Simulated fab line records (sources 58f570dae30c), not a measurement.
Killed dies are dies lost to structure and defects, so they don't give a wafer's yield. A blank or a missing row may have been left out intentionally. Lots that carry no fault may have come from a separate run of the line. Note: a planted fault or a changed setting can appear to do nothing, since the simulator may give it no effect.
Which of the tools did it? :: flow berkeley_cmos170 :: 13 lots, 39 wafers sampled, at 6 steps of a route of 331

## WHAT THE GAUGES SHOWED, per wafer
UCB170_START_THK_MEAS_03.
lot: L919
measured: day 1 15:32
on: film_metro-02
START_OXIDE_THK (nm): 20.1 20.1 20.3

lot: L920
measured: day 1 21:22
on: film_metro-04
START_OXIDE_THK (nm): 20.2 20.2 20.2

lot: L924
measured: day 2 16:13
on: film_metro-02
START_OXIDE_THK (nm): 20.4 20.6 20.8

lot: L925
measured: day 2 20:35
on: film_metro-03
START_OXIDE_THK (nm): 20.4 20.4 20.1

lot: L928
measured: day 3 12:58
on: film_metro-04
START_OXIDE_THK (nm): 20.0 19.9 20.0

lot: L929
measured: day 3 17:42
on: film_metro-02
START_OXIDE_THK (nm): 20.7 20.2 20.5

lot: L931
measured: day 3 23:55
on: film_metro-04
START_OXIDE_THK (nm): 19.9 19.8 20.1

lot: L934
measured: day 4 19:52
on: film_metro-02
START_OXIDE_THK (nm): 20.4 20.8 20.4

lot: L935
measured: day 4 19:52
on: film_metro-03
START_OXIDE_THK (nm): 20.5 20.6 20.6

lot: L937
measured: day 5 10:11
on: film_metro-03
START_OXIDE_THK (nm): 19.9 20.1 19.9

lot: L940
measured: day 6 01:02
on: film_metro-03
START_OXIDE_THK (nm): 20.1 19.6 20.1

lot: L941
measured: day 6 05:02
on: film_metro-03
START_OXIDE_THK (nm): 19.5 19.4 19.4

lot: L942
measured: day 6 12:12
on: film_metro-03
START_OXIDE_THK (nm): 20.0 20.2 19.9

UCB170_PWELL_THK_MEAS_03.
lot: L919
measured: day 2 23:12
on: film_metro-01
PWELL_OXIDE_THK (nm): 26.7 26.6 27.2

lot: L920
measured: day 3 09:48
on: film_metro-01
PWELL_OXIDE_THK (nm): 26.4 26.2 27.1

lot: L924
measured: day 3 21:23
on: film_metro-03
PWELL_OXIDE_THK (nm): 26.7 26.3 26.4

lot: L925
measured: day 4 04:06
on: film_metro-01
PWELL_OXIDE_THK (nm): 27.3 27.9 28.0

lot: L928
measured: day 4 19:59
on: film_metro-04
PWELL_OXIDE_THK (nm): 26.3 26.3 26.7

lot: L929
measured: day 5 00:16
on: film_metro-01
PWELL_OXIDE_THK (nm): 26.9 27.0 27.1

lot: L931
measured: day 5 00:16
on: film_metro-04
PWELL_OXIDE_THK (nm): 26.5 26.4 26.1

lot: L934
measured: day 6 09:06
on: film_metro-01
PWELL_OXIDE_THK (nm): 26.4 25.9 26.2

lot: L935
measured: day 6 09:06
on: film_metro-03
PWELL_OXIDE_THK (nm): 27.0 27.3 26.9

lot: L937
measured: day 6 15:53
on: film_metro-03
PWELL_OXIDE_THK (nm): 26.5 26.6 26.3

lot: L940
measured: day 7 12:25
on: film_metro-01
PWELL_OXIDE_THK (nm): 25.4 26.3 25.7

lot: L941
measured: day 7 12:25
on: film_metro-03
PWELL_OXIDE_THK (nm): 26.3 26.2 26.6

lot: L942
measured: day 7 22:01
on: film_metro-03
PWELL_OXIDE_THK (nm): 26.3 26.5 27.2

UCB170_M1_RS_MEAS_01: a four-point-probe measurement.
lot: L919
measured: day 8 00:40
on: film_metro-02
M1_AL_RS (ohm/sq): 0.0484 0.0483 0.0485

lot: L920
measured: day 8 12:17
on: film_metro-03
M1_AL_RS (ohm/sq): 0.0475 0.0478 0.0475

lot: L924
measured: day 9 08:49
on: film_metro-02
M1_AL_RS (ohm/sq): 0.0493 0.0489 0.0493

lot: L925
measured: day 9 06:12
on: film_metro-02
M1_AL_RS (ohm/sq): 0.0484 0.0488 0.0488

lot: L928
measured: day 9 20:04
on: film_metro-03
M1_AL_RS (ohm/sq): 0.0499 0.0489 0.0495

lot: L929
measured: day 9 19:58
on: film_metro-02
M1_AL_RS (ohm/sq): 0.0486 0.0479 0.0481

lot: L931
measured: day 9 20:16
on: film_metro-02
M1_AL_RS (ohm/sq): 0.0481 0.0481 0.0474

lot: L934
measured: day 11 01:15
on: film_metro-02
M1_AL_RS (ohm/sq): 0.0480 0.0477 0.0479

lot: L935
measured: day 11 13:13
on: film_metro-02
M1_AL_RS (ohm/sq): 0.0479 0.0482 0.0486

lot: L937
measured: day 11 13:31
on: film_metro-03
M1_AL_RS (ohm/sq): 0.0493 0.0459 0.0496

lot: L940
measured: day 12 05:08
on: film_metro-02
M1_AL_RS (ohm/sq): 0.0475 0.0475 0.0477

lot: L941
measured: day 12 05:24
on: film_metro-04
M1_AL_RS (ohm/sq): 0.0480 0.0476 0.0479

lot: L942
measured: day 13 07:16
on: film_metro-03
M1_AL_RS (ohm/sq): 0.0474 0.0482 0.0484

UCB170_M1_THK_MEAS_02: measures by xrf.
lot: L919
measured: day 8 00:46
on: film_metro-02
M1_AL_THK (nm): 603 605 599

lot: L920
measured: day 8 12:23
on: film_metro-03
M1_AL_THK (nm): 617 610 617

lot: L924
measured: day 9 08:56
on: film_metro-02
M1_AL_THK (nm): 594 593 590

lot: L925
measured: day 9 06:18
on: film_metro-02
M1_AL_THK (nm): 601 596 599

lot: L928
measured: day 9 20:11
on: film_metro-03
M1_AL_THK (nm): 589 598 592

lot: L929
measured: day 9 20:04
on: film_metro-02
M1_AL_THK (nm): 598 609 609

lot: L931
measured: day 9 20:22
on: film_metro-02
M1_AL_THK (nm): 604 603 613

lot: L934
measured: day 11 01:22
on: film_metro-02
M1_AL_THK (nm): 610 611 609

lot: L935
measured: day 11 13:20
on: film_metro-02
M1_AL_THK (nm): 611 607 602

lot: L937
measured: day 11 13:38
on: film_metro-03
M1_AL_THK (nm): 594 637 591

lot: L940
measured: day 12 05:16
on: film_metro-02
M1_AL_THK (nm): 614 614 606

lot: L941
measured: day 12 05:31
on: film_metro-04
M1_AL_THK (nm): 606 614 604

lot: L942
measured: day 13 07:23
on: film_metro-03
M1_AL_THK (nm): 619 606 605

## EACH LOT AND THE TOOL THAT RAN IT (in order: tool; ch and the chambers of the sampled wafers; start)
lot: L919
UCB170_ACTIVE_STRIP_16: plasma_asher-03 ch 0,1, day 4 17:11
UCB170_M1_SPUTTER_00: pvd_sputter-03, day 8 00:35

lot: L920
UCB170_ACTIVE_STRIP_16: plasma_asher-01 ch 0,1, day 5 03:13
UCB170_M1_SPUTTER_00: pvd_sputter-04, day 8 12:11

lot: L924
UCB170_ACTIVE_STRIP_16: plasma_asher-01 ch 0, day 5 16:44
UCB170_M1_SPUTTER_00: pvd_sputter-02, day 9 08:46

lot: L925
UCB170_ACTIVE_STRIP_16: plasma_asher-01 ch 0,1, day 6 00:17
UCB170_M1_SPUTTER_00: pvd_sputter-02, day 9 06:06

lot: L928
UCB170_ACTIVE_STRIP_16: plasma_asher-03 ch 0,1, day 6 13:46
UCB170_M1_SPUTTER_00: pvd_sputter-02, day 9 20:00

lot: L929
UCB170_ACTIVE_STRIP_16: plasma_asher-04 ch 0,1, day 6 13:46
UCB170_M1_SPUTTER_00: pvd_sputter-04, day 9 19:53

lot: L931
UCB170_ACTIVE_STRIP_16: plasma_asher-03 ch 0,1, day 6 14:00
UCB170_M1_SPUTTER_00: pvd_sputter-03, day 9 20:11

lot: L934
UCB170_ACTIVE_STRIP_16: plasma_asher-03 ch 0,1, day 8 00:52
UCB170_M1_SPUTTER_00: pvd_sputter-04, day 11 01:11

lot: L935
UCB170_ACTIVE_STRIP_16: plasma_asher-03 ch 0,1, day 8 09:01
UCB170_M1_SPUTTER_00: pvd_sputter-03, day 11 13:10

lot: L937
UCB170_ACTIVE_STRIP_16: plasma_asher-03 ch 0, day 8 12:40
UCB170_M1_SPUTTER_00: pvd_sputter-02, day 11 13:28

lot: L940
UCB170_ACTIVE_STRIP_16: plasma_asher-04 ch 0,1, day 9 05:28
UCB170_M1_SPUTTER_00: pvd_sputter-04, day 12 05:05

lot: L941
UCB170_ACTIVE_STRIP_16: plasma_asher-03 ch 1, day 9 05:11
UCB170_M1_SPUTTER_00: pvd_sputter-03, day 12 05:20

lot: L942
UCB170_ACTIVE_STRIP_16: plasma_asher-03 ch 0,1, day 9 20:50
UCB170_M1_SPUTTER_00: pvd_sputter-03, day 13 07:13
- UCB170_ACTIVE_STRIP_16: strips in O2.
- UCB170_M1_SPUTTER_00: material Al, target thk 600 nm, time 80 s.

## AS READ BY THE TOOLS THEMSELVES (means over the sampled wafers that have a number; for cases with no such wafer, the mark the record gives instead)
UCB170_ACTIVE_STRIP_16.
lot: L919
tool: plasma_asher-03
drypump_motor_current_A (A): 5.9
o2_flow_sccm (sccm): 400.6
oes_product_au (a.u.): 0.723
strip_time_to_endpoint_s (s): 18.09

lot: L920
tool: plasma_asher-01
drypump_motor_current_A (A): 6.3
o2_flow_sccm (sccm): 400.5
oes_product_au (a.u.): 0.719
strip_time_to_endpoint_s (s): 18.05

lot: L924
tool: plasma_asher-01
drypump_motor_current_A (A): 6.5
o2_flow_sccm (sccm): 401.0
oes_product_au (a.u.): 0.724
strip_time_to_endpoint_s (s): 18.02

lot: L925
tool: plasma_asher-01
drypump_motor_current_A (A): 6.2
o2_flow_sccm (sccm): 399.7
oes_product_au (a.u.): 0.720
strip_time_to_endpoint_s (s): 18.01

lot: L928
tool: plasma_asher-03
drypump_motor_current_A (A): 5.8
o2_flow_sccm (sccm): 398.9
oes_product_au (a.u.): 0.726
strip_time_to_endpoint_s (s): 18.11

lot: L929
tool: plasma_asher-04
drypump_motor_current_A (A): 5.6
o2_flow_sccm (sccm): 399.9
oes_product_au (a.u.): 0.724
strip_time_to_endpoint_s (s): 18.10

lot: L931
tool: plasma_asher-03
drypump_motor_current_A (A): 5.8
o2_flow_sccm (sccm): 401.0
oes_product_au (a.u.): 0.728
strip_time_to_endpoint_s (s): 18.09

lot: L934
tool: plasma_asher-03
drypump_motor_current_A (A): 5.9
o2_flow_sccm (sccm): 400.7
oes_product_au (a.u.): 0.716
strip_time_to_endpoint_s (s): 18.10

lot: L935
tool: plasma_asher-03
drypump_motor_current_A (A): 5.8
o2_flow_sccm (sccm): 400.3
oes_product_au (a.u.): 0.716
strip_time_to_endpoint_s (s): 18.06

lot: L937
tool: plasma_asher-03
drypump_motor_current_A (A): 6.0
o2_flow_sccm (sccm): 401.4
oes_product_au (a.u.): 0.723
strip_time_to_endpoint_s (s): 18.16

lot: L940
tool: plasma_asher-04
drypump_motor_current_A (A): 5.6
o2_flow_sccm (sccm): 398.8
oes_product_au (a.u.): 0.722
strip_time_to_endpoint_s (s): 18.13

lot: L941
tool: plasma_asher-03
drypump_motor_current_A (A): 5.8
o2_flow_sccm (sccm): 400.2
oes_product_au (a.u.): 0.718
strip_time_to_endpoint_s (s): 18.02

lot: L942
tool: plasma_asher-03
drypump_motor_current_A (A): 5.8
o2_flow_sccm (sccm): 400.7
oes_product_au (a.u.): 0.721
strip_time_to_endpoint_s (s): 18.07

UCB170_M1_SPUTTER_00.
lot: L919
tool: pvd_sputter-03
cathode_dc_power_W (W): 5999.8
throttle_valve_pct (%): 31.1

lot: L920
tool: pvd_sputter-04
cathode_dc_power_W (W): 6000.4
throttle_valve_pct (%): 29.6

lot: L924
tool: pvd_sputter-02
cathode_dc_power_W (W): 6000.2
throttle_valve_pct (%): 30.7

lot: L925
tool: pvd_sputter-02
cathode_dc_power_W (W): 6000.3
throttle_valve_pct (%): 30.7

lot: L928
tool: pvd_sputter-02
cathode_dc_power_W (W): 5999.8
throttle_valve_pct (%): 31.7

lot: L929
tool: pvd_sputter-04
cathode_dc_power_W (W): 5999.9
throttle_valve_pct (%): 29.8

lot: L931
tool: pvd_sputter-03
cathode_dc_power_W (W): 6000.2
throttle_valve_pct (%): 30.7

lot: L934
tool: pvd_sputter-04
cathode_dc_power_W (W): 6000.5
throttle_valve_pct (%): 29.9

lot: L935
tool: pvd_sputter-03
cathode_dc_power_W (W): 5999.3
throttle_valve_pct (%): 30.5

lot: L937
tool: pvd_sputter-02
cathode_dc_power_W (W): 6169.0
throttle_valve_pct (%): 30.5

lot: L940
tool: pvd_sputter-04
cathode_dc_power_W (W): 5999.9
throttle_valve_pct (%): 30.0

lot: L941
tool: pvd_sputter-03
cathode_dc_power_W (W): 5999.5
throttle_valve_pct (%): 30.2

lot: L942
tool: pvd_sputter-03
cathode_dc_power_W (W): 6000.5
throttle_valve_pct (%): 29.5

## THE ANSWER, worked out from the rows above alone
Rule: the lots themselves supply what counts as usual. The widest of any qualifying gaps counts: lots, ordered by their means at a reading, are off when they make up no more than a third of the lots, leave a main group of 4 or more, and stand apart from it by 3 or more times the standard deviation of that group's means. A main group is skipped when, at the precision printed for the reading in the tables above, its means are all equal. A lot without any number at a reading at which 4 lots or more have one is off too. Any other lot the step has rows for is counted as sound. The gauges are gone through in route order, then the tools' own readings, and for those a lot's mean is taken as printed above. The first step at which some lot is off is used, and at that step the reading that is off furthest; a lot without a number counts as furthest.
Off: L937, at UCB170_M1_SPUTTER_00 (cathode_dc_power_W). The main group: mean 6000.0 W, standard deviation 0.37.
If a tool, at that step or one of the process steps before it, ran each lot that is off and ran no sound lot following the first of them, it fits. One candidate fits, namely pvd_sputter-02 at UCB170_M1_SPUTTER_00. Its last sound lot is L928 (day 9 20:00), its first lot that is off L937 (day 11 13:28): a fault that began between those two fits.
On the lots that are off, the tool's own readings at UCB170_M1_SPUTTER_00 differ by more than 5 times the standard deviation of the sound lots' means, which bears it out; cathode_dc_power_W reads 6169.0 W there versus 6000.0 W on the sound lots.

## WHAT THE SIMULATOR PUT IN
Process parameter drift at UCB170_M1_SPUTTER_00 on pvd_sputter-02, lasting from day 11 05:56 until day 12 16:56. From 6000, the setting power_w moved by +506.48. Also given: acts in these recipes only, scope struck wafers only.
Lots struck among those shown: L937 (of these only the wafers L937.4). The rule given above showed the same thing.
